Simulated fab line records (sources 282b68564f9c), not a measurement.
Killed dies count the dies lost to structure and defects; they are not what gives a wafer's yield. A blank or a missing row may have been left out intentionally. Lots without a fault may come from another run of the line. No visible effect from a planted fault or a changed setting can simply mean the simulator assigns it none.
A struck lot beside a sound one | flow rit_cmos | 19 steps out of a route of 202
Sound: these wafers, L731.1, L731.4, L731.6. Struck: wafers L738.2, L738.3, L738.5. At the end, the cause is stated.
For every step that has rows: the tool of each side, followed by ch and its chambers, followed by its first start. Under that, the readings that differ: sound wafers | struck wafers | difference of the means | sigmas: that difference in standard deviations of wafers without a fault.
alike: readings with means less than 2 such deviations apart, plus words and numbers identical on both sides. not compared: withheld readings, readings lacking a value on some wafer, bounds such as >300 that could conceal the same value, and numbers that have no deviation in the record and whose values overlap.
Wherever a step has rows on one side only, a row that says differs or no value, or a row with sigmas, the two part there. Non-overlapping numbers with no deviation appear without sigmas and do not part them. Lack of a reading on every wafer of one side parts them only where that side has two or more wafers.

first, 3 steps without rows for these wafers: RIT_GATE_CLEAN_02 (cleans in dHF, time 30 s); RIT_GATE_CLEAN_03 (cleans in SC2, time 600 s); RIT_GATE_CLEAN_04 (cleans in dHF, time 60 s).
RIT_FOX2_THK_MEAS_91:
  sound on film_metro-01 at day 4 15:09; struck on film_metro-03 at day 6 05:31
  reading                     | sound       | struck      | difference | sigmas
  FIELD_OXIDE_LEFT_2_THK (nm) | 240 239 235 | 256 257 253 | +17        | +3
then, 2 steps without rows for these wafers: RIT_GATE_OXIDATION_05 (target thk 3 nm, ox time 270 s); RIT_GATE_ANNEAL_06 (time 600 s).
RIT_GATE_THK_MEAS_07:
  sound on film_metro-03 at day 4 16:32; struck on film_metro-02 at day 6 09:47
  alike: GATE_OXIDE_THK
then, 1 step without rows for these wafers: RIT_GATE_CVD_08 (deposits poly-Si from SiH4, target thk 250 nm, time 2220 s).
RIT_GATE_THK_MEAS_09:
  sound on film_metro-01 at day 4 18:13; struck on film_metro-03 at day 6 11:28
  alike: GATE_POLY_THK
then, 3 steps without rows for these wafers: RIT_GATE_HMDS_10 (prime time 60 s); RIT_GATE_COAT_11 (resist thk 850 nm); RIT_GATE_SOFTBAKE_12 (time 60 s).
RIT_GATE_EXPOSE_13: exposes mask M6, target cd 150 nm.
  sound on iline_stepper-01 ch 0, day 4 18:43; struck on iline_stepper-02 ch 0, day 6 11:59
  reading                      | sound                | struck               | difference | sigmas
  model.GATE.overlay_x_nm (nm) | -1.541 -1.541 -1.541 | -149.1 -149.1 -149.1 | -147.6     |
  alike: mask
then, 2 steps without rows for these wafers: RIT_GATE_PEB_14; RIT_GATE_DEVELOP_15 (develop time 51.16 s).
RIT_GATE_CD_MEAS_16: the cd target is 150 nm.
  sound on cd_sem-02 at day 4 19:07; struck on cd_sem-02 at day 6 12:23
  reading    | sound             | struck            | difference | sigmas
  cd_nm (nm) | 149.2 149.9 149.9 | 144.0 144.2 144.5 | -5.4       | -2
RIT_GATE_OVL_MEAS_17:
  sound on overlay-02 at day 4 19:14; struck on overlay-02 at day 6 12:29
  reading       | sound          | struck               | difference | sigmas
  GATE_OVL (nm) | -3.0 -0.1 -2.5 | -151.9 -148.9 -146.9 | -147.4     | -87
then, 1 step without rows for these wafers: RIT_GATE_HARDBAKE_18 (time 60 s).
RIT_M1_PROBE_99:
  sound on prober-01 at day 5 16:06; struck on prober-01 at day 7 09:49
  reading                                                 | sound                | struck               | difference | sigmas
  model.etest.pldd.width_nm (nm)                          | 3175 3208 3218       | 3106 3116 3120       | -86        |
  model.etest.nldd.width_nm (nm)                          | 3188 3204 3216       | 3121 3120 3106       | -87        |
  model.etest.select_edge_diode_p.leak_log10_a (angstrom) | -10.24 -10.44 -10.27 | -6.484 -5.584 -7.009 | +3.958     |
  model.etest.select_edge_diode_n.leak_log10_a (angstrom) | -9.997 -9.65 -9.957  | -5.704 -5.308 -6.498 | +4.031     |
  model.etest.gate_end_array.leak_log10_a_um              | -12.71 -12.91 -12.81 | -11.61 -11.38 -11.62 | +1.27      |
  alike: killed_at_contacts, killed_at_front_end, killed_dies, killed_open, killed_short

== WHERE THEY PART ==
First at RIT_FOX2_THK_MEAS_91; last, within this record, at RIT_GATE_OVL_MEAS_17. Later steps at which nothing parts them and some readings are alike: RIT_M1_PROBE_99.

WHY: whatever the simulator had introduced
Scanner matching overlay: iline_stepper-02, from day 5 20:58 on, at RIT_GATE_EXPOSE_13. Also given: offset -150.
